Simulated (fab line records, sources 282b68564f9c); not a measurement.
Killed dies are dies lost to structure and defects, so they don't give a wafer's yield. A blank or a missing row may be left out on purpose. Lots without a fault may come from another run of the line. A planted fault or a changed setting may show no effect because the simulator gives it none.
Which tool did it? | flow rit_cmos | 8 lots, 24 wafers sampled, at 2 steps of a route of 202

WHAT THE GAUGES READ, wafer by wafer
RIT_CONTACT_OVL_MEAS_09.
lot  | measured    | on         | CONTACT_OVL (nm)
L774 | day 3 13:08 | overlay-01 | -0.6 -0.7 0.3
L778 | day 4 09:17 | overlay-02 | 0.4 -1.5 -0.2
L780 | day 4 20:53 | overlay-01 | 0.1 1.3 -0.7
L782 | day 5 08:05 | overlay-02 | 0.8 0.2 -0.2
L784 | day 5 15:50 | overlay-01 | 0.2 -0.1 -1.0
L787 | day 6 08:01 | overlay-01 | 316.0 314.7 316.9
L791 | day 7 00:10 | overlay-01 | 317.4 317.8 317.7
L795 | day 7 19:55 | overlay-01 | 316.1 316.6 315.9

WHICH TOOL RAN EACH LOT (tool, then ch and the chambers of the sampled wafers, then the start)
lot  | RIT_CONTACT_EXPOSE_05
L774 | iline_stepper-02 ch 0, day 3 12:31
L778 | iline_stepper-01 ch 0, day 4 08:39
L780 | iline_stepper-01 ch 0, day 4 20:16
L782 | iline_stepper-02 ch 0, day 5 07:27
L784 | iline_stepper-01 ch 0, day 5 15:05
L787 | iline_stepper-02 ch 0, day 6 07:25
L791 | iline_stepper-02 ch 0, day 6 23:32
L795 | iline_stepper-02 ch 0, day 7 19:17
- RIT_CONTACT_EXPOSE_05: exposes mask M11, target cd 1000 nm.

THE ANSWER, worked out from the rows above alone
Rule: what is usual is taken from the lots themselves. Put in order of their means at a reading, lots are off if they are a third of the lots or fewer, leave a main group of 4 or more, and stand apart from it by a gap of 3 or more times the standard deviation of the main group's means; of several such gaps the widest counts. A main group whose means are all the same, to the digits that the tables above print for the reading, isn't used. A lot without any number at a reading at which 4 lots or more have one is off too. The other lots that the step has rows for count as sound.
No lot is off at any reading shown: from this, nothing can be told.

WHAT THE SIMULATOR HAD PUT IN
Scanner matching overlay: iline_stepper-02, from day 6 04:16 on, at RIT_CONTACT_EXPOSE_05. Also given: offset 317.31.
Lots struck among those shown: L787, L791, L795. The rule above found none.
